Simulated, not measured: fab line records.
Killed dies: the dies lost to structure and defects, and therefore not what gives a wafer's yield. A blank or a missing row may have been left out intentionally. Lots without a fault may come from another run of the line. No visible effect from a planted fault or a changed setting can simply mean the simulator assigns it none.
The tool behind it: which one? || flow berkeley_cmos170 || 7 lots with 21 wafers sampled at 4 steps, on a route of 331 steps

WHAT THE GAUGES SHOWED, per wafer
UCB170_CONTACT_THK_MEAS_02.
{"lot": "L290", "measured": "day 7 05:04", "on": "film_metro-02", "CONTACT_PSG_THK (nm)": "713 714 718"}
{"lot": "L294", "measured": "day 7 17:17", "on": "film_metro-01", "CONTACT_PSG_THK (nm)": "696 698 696"}
{"lot": "L295", "measured": "day 8 04:13", "on": "film_metro-01", "CONTACT_PSG_THK (nm)": "697 696 691"}
{"lot": "L298", "measured": "day 8 22:56", "on": "film_metro-03", "CONTACT_PSG_THK (nm)": "696 698 698"}
{"lot": "L299", "measured": "day 9 02:07", "on": "film_metro-03", "CONTACT_PSG_THK (nm)": "701 704 703"}
{"lot": "L308", "measured": "day 10 20:53", "on": "film_metro-03", "CONTACT_PSG_THK (nm)": "579 577 586"}
{"lot": "L307", "measured": "day 10 20:55", "on": "film_metro-02", "CONTACT_PSG_THK (nm)": "580 577 582"}

TOOL THAT RAN EACH LOT (tool first, then ch and the chambers of the sampled wafers, then the start)
{"lot": "L290", "UCB170_BACKSIDE_STRIP_03": "plasma_asher-01 ch 0,1, day 7 01:39", "UCB170_SDANNEAL_RTA_00": "rtp_anneal-01 ch 0, day 7 01:55", "UCB170_CONTACT_CVD_01": "lpcvd-01 ch 1, day 7 03:16"}
{"lot": "L294", "UCB170_BACKSIDE_STRIP_03": "plasma_asher-02 ch 0,1, day 7 14:00", "UCB170_SDANNEAL_RTA_00": "rtp_anneal-02 ch 0, day 7 14:17", "UCB170_CONTACT_CVD_01": "lpcvd-01 ch 0, day 7 15:29"}
{"lot": "L295", "UCB170_BACKSIDE_STRIP_03": "plasma_asher-02 ch 0, day 7 22:46", "UCB170_SDANNEAL_RTA_00": "rtp_anneal-02 ch 0, day 7 23:11", "UCB170_CONTACT_CVD_01": "lpcvd-02 ch 1, day 8 02:25"}
{"lot": "L298", "UCB170_BACKSIDE_STRIP_03": "plasma_asher-04 ch 0,1, day 8 17:11", "UCB170_SDANNEAL_RTA_00": "rtp_anneal-01 ch 0, day 8 17:28", "UCB170_CONTACT_CVD_01": "lpcvd-02 ch 0, day 8 21:09"}
{"lot": "L299", "UCB170_BACKSIDE_STRIP_03": "plasma_asher-01 ch 0,1, day 8 22:46", "UCB170_SDANNEAL_RTA_00": "rtp_anneal-01 ch 0, day 8 23:02", "UCB170_CONTACT_CVD_01": "lpcvd-02 ch 1, day 9 00:20"}
{"lot": "L308", "UCB170_BACKSIDE_STRIP_03": "plasma_asher-04 ch 0,1, day 10 15:56", "UCB170_SDANNEAL_RTA_00": "rtp_anneal-02 ch 0, day 10 16:14", "UCB170_CONTACT_CVD_01": "lpcvd-02 ch 1, day 10 19:06"}
{"lot": "L307", "UCB170_BACKSIDE_STRIP_03": "plasma_asher-02 ch 0,1, day 10 16:19", "UCB170_SDANNEAL_RTA_00": "rtp_anneal-02 ch 0, day 10 16:40", "UCB170_CONTACT_CVD_01": "lpcvd-02 ch 1, day 10 19:06"}
- UCB170_BACKSIDE_STRIP_03: strips in O2.
- UCB170_SDANNEAL_RTA_00: time 10 s.
- UCB170_CONTACT_CVD_01: deposits PSG from SiH4/O2/PH3, target thk 700 nm, time 2820 s.

THE ANSWER, worked out from the rows above alone
Rule: what is usual is taken from the lots themselves. The widest of any qualifying gaps counts: lots, ordered by their means at a reading, are off when they make up no more than a third of the lots, leave a main group of 4 or more, and stand apart from it by 3 or more times the standard deviation of that group's means. If all means in a main group match to the digits the tables above print for the reading, that group is not used. A lot without any number at a reading at which 4 lots or more have one is off too. The other lots that the step has rows for count as sound.
Off: at UCB170_CONTACT_THK_MEAS_02 (CONTACT_PSG_THK), L308, L307. For the main group the mean is 701 nm and the standard deviation 7.4.
If a tool, at a process step before that reading, ran all the lots that are off and no sound lot after the first of them, it fits. Those tools and the gauges at UCB170_CONTACT_THK_MEAS_02 are tried in the same way. Can't be told from this: 2 tools fit, rtp_anneal-02 at UCB170_SDANNEAL_RTA_00, lpcvd-02 at UCB170_CONTACT_CVD_01.

WHAT HAD BEEN PUT IN BY THE SIMULATOR
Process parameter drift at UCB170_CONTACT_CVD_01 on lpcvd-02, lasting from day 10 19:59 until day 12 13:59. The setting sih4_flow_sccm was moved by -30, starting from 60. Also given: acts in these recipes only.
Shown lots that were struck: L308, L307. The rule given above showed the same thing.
